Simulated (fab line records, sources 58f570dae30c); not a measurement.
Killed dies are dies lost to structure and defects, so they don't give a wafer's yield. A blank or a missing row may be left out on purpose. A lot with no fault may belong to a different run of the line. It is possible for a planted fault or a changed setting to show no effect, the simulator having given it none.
Comparing a struck lot with a sound one / flow berkeley_cmos170 / 44 out of 331 route steps
Sound: these wafers, L220.1, L220.2, L220.6. Struck: wafer L231.1 (L231.3, L231.5, from the same lot, were not struck and are left out); the cause is given at the end.
For every step that has rows: the tool of each side, followed by ch and its chambers, followed by its first start. Under that, the readings that differ: sound wafers / struck wafers / difference of the means / sigmas: that difference in standard deviations of wafers without a fault.
alike: a reading whose means differ by less than 2 such deviations, as well as words and numbers matching on both sides. not compared: withheld readings; readings where some wafer has no value; bounds like >300 that might hide an equal value; numbers whose values overlap and for which the record gives no deviation.
A row with sigmas, a row that says differs or no value, or rows on one side alone: a step with any of these is where the two part. Numbers that have no deviation but don't overlap get no sigmas and don't part them. Lack of a reading on every wafer of one side parts them only where that side has two or more wafers.

first, 6 steps without rows for these wafers: UCB170_V1_HMDS_06 (prime time 60 s); UCB170_V1_COAT_07 (resist thk 900 nm); UCB170_V1_SOFTBAKE_08 (time 60 s); UCB170_V1_EXPOSE_09 (exposes mask VIA1, target cd 700 nm); UCB170_V1_PEB_10; UCB170_V1_DEVELOP_11 (develop time 45 s).
UCB170_V1_CD_MEAS_12: the cd target is 700 nm.
  sound on cd_sem-02, day 9 16:24; struck on cd_sem-01, day 11 10:37
  alike: cd_nm
UCB170_V1_OVL_MEAS_13:
  sound on overlay-01, day 9 16:31; struck on overlay-01, day 11 10:44
  alike: V1_OVL
UCB170_V1_ETCH_14: etches SiO2 in CHF3/CF4/Ar, stops on Al, target depth 1250 nm, time 301.1 s.
  sound on rie_diel-02 ch 1,2,3, day 9 16:34; struck on rie_diel-01 ch 2, day 11 10:46
  alike: chamber_pressure_mTorr, drypump_motor_current_A, oes_product_au, throttle_valve_pct
  not compared: rf_hours_counter_h
then, 1 step without rows for these wafers: UCB170_V1_STRIP_15 (strips in O2).
UCB170_V1_CD_MEAS_90: the cd target is 700 nm.
  sound on cd_sem-02, day 9 16:50; struck on cd_sem-01, day 11 11:03
  alike: cd_nm
then, 1 step without rows for these wafers: UCB170_M2_PRE_CLEAN_00 (preclean etch time 60 s).
UCB170_M2_SPUTTER_01: material Al, target thk 900 nm, time 120 s.
  sound on pvd_sputter-02, day 9 17:01; struck on pvd_sputter-02, day 11 11:14
reading=model.Al_of_M2_SPUTTER_01.thk_nm (nm); sound=911.9 900.8 911.8; struck=835.9; difference=-72.3; sigmas=
  alike: cathode_dc_power_W, throttle_valve_pct
UCB170_M2_RS_MEAS_02: uses a four-point probe to measure.
  sound on film_metro-01, day 9 17:07; struck on film_metro-03, day 11 11:19
reading=M2_AL_RS (ohm/sq); sound=0.0318 0.0321 0.0318; struck=0.0346; difference=+0.0027; sigmas=+9
UCB170_M2_THK_MEAS_03: measures by xrf.
  sound on film_metro-01, day 9 17:14; struck on film_metro-03, day 11 11:26
reading=M2_AL_THK (nm); sound=928 909 924; struck=852; difference=-68; sigmas=-8
then, 3 steps without rows for these wafers: UCB170_M2_HMDS_04 (prime time 60 s); UCB170_M2_COAT_05 (resist thk 900 nm); UCB170_M2_SOFTBAKE_06 (time 60 s).
UCB170_M2_STRIP_07: strips in O2.
  sound on plasma_asher-02 ch 0,1, day 9 17:45; struck on plasma_asher-01 ch 0, day 11 11:57
reading=drypump_motor_current_A (A); sound=5.89 5.79 5.89; struck=5.03; difference=-0.83; sigmas=-3
  alike: chamber_pressure_mTorr, oes_product_au, strip_time_to_endpoint_s
  not compared: rf_hours_counter_h
then, 7 steps without rows for these wafers: UCB170_M2_STRIP_08 (strips KrF in DMSO, time 600 s); UCB170_M2_COAT_09; UCB170_M2_COAT_10 (resist thk 900 nm); UCB170_M2_SOFTBAKE_11 (time 60 s); UCB170_M2_EXPOSE_12 (exposes mask METAL2, target cd 700 nm); UCB170_M2_PEB_13; UCB170_M2_DEVELOP_14 (develop time 45 s).
UCB170_M2_CD_MEAS_15: the cd target is 700 nm.
  sound on cd_sem-01, day 9 19:32; struck on cd_sem-01, day 11 13:17
  alike: cd_nm
UCB170_M2_OVL_MEAS_16:
  sound on overlay-02, day 9 19:40; struck on overlay-01, day 11 13:25
  alike: M2_OVL
UCB170_M2_ETCH_17: etches BARC in N2/H2.
  sound on rie_diel-01 ch 0,1,2, day 9 19:41; struck on rie_diel-02 ch 1, day 11 13:27
  alike: chamber_pressure_mTorr, drypump_motor_current_A, oes_product_au, throttle_valve_pct
UCB170_M2_METAL_ETCH_18: etches Al in Cl2/BCl3, stops on SiO2, target depth 1170 nm, time 201.3 s.
  sound on rie_metal-04 ch 0,1, day 9 19:44; struck on rie_metal-01 ch 0, day 11 13:29
reading=oes_product_au (a.u.); sound=0.846 0.878 0.888; struck=0.807; difference=-0.064; sigmas=-5
  alike: chamber_pressure_mTorr, drypump_motor_current_A, he_backside_leak_sccm, throttle_valve_pct
  not compared: rf_hours_counter_h
then, 1 step without rows for these wafers: UCB170_M2_STRIP_19 (strips in O2).
UCB170_M2_CD_MEAS_90: the cd target is 700 nm.
  sound on cd_sem-02, day 9 20:01; struck on cd_sem-01, day 11 13:47
reading=cd_nm (nm); sound=694.8 692.9 695.8; struck=701.0; difference=+6.5; sigmas=+2
then, 1 step without rows for these wafers: UCB170_V2_CVD_00 (deposits SiO2 from TEOS/O2, target thk 2000 nm, time 250 s).
UCB170_V2_THK_MEAS_01:
  sound on film_metro-01, day 9 20:18; struck on film_metro-02, day 11 14:03
  alike: V2_TEOS_THK
UCB170_V2_CMP_02: polishes SiO2.
  sound on cmp-01 ch 0,2,3, day 9 20:22; struck on cmp-02 ch 1, day 11 14:10
  alike: motor_current_A, retaining_ring_pressure_frac, slurry_filter_dp_kPa
UCB170_V2_BOW_MEAS_03:
  sound on film_metro-04, day 9 20:40; struck on film_metro-02, day 11 14:25
reading=V2_BOW (um); sound=40 36 48; struck=21; difference=-20; sigmas=-3
UCB170_V2_THK_MEAS_04:
  sound on film_metro-04, day 9 20:47; struck on film_metro-02, day 11 14:32
  alike: V2_POLISHED_THK
then, 5 steps without rows for these wafers: UCB170_V2_CLEAN_05 (cleans in DIW); UCB170_V2_HMDS_06 (prime time 60 s); UCB170_V2_COAT_07 (resist thk 900 nm); UCB170_V2_SOFTBAKE_08 (time 60 s); UCB170_V2_EXPOSE_09 (exposes mask VIA2, target cd 700 nm).
UCB170_V2_ETCH_14: etches SiO2 in CHF3/CF4/Ar, stops on Al, target depth 1250 nm, time 291 s.
  sound on rie_diel-04 ch 1,3, day 9 22:28; struck on rie_diel-04 ch 1, day 11 16:00
reading=model.Al_of_M2_SPUTTER_01.thk_nm (nm); sound=911.6 900.8 911.4; struck=835.5; difference=-72.4; sigmas=
  alike: chamber_pressure_mTorr, drypump_motor_current_A, oes_product_au, throttle_valve_pct
  not compared: rf_hours_counter_h
UCB170_M3_PROBE_99:
  the record has rows for the struck wafers here (prober-01, day 11 21:52) and none for the sound ones

== WHERE THEY PART ==
Earliest at UCB170_M2_RS_MEAS_02; latest, in this record, at UCB170_M3_PROBE_99.

WHY: the cause the simulator had injected
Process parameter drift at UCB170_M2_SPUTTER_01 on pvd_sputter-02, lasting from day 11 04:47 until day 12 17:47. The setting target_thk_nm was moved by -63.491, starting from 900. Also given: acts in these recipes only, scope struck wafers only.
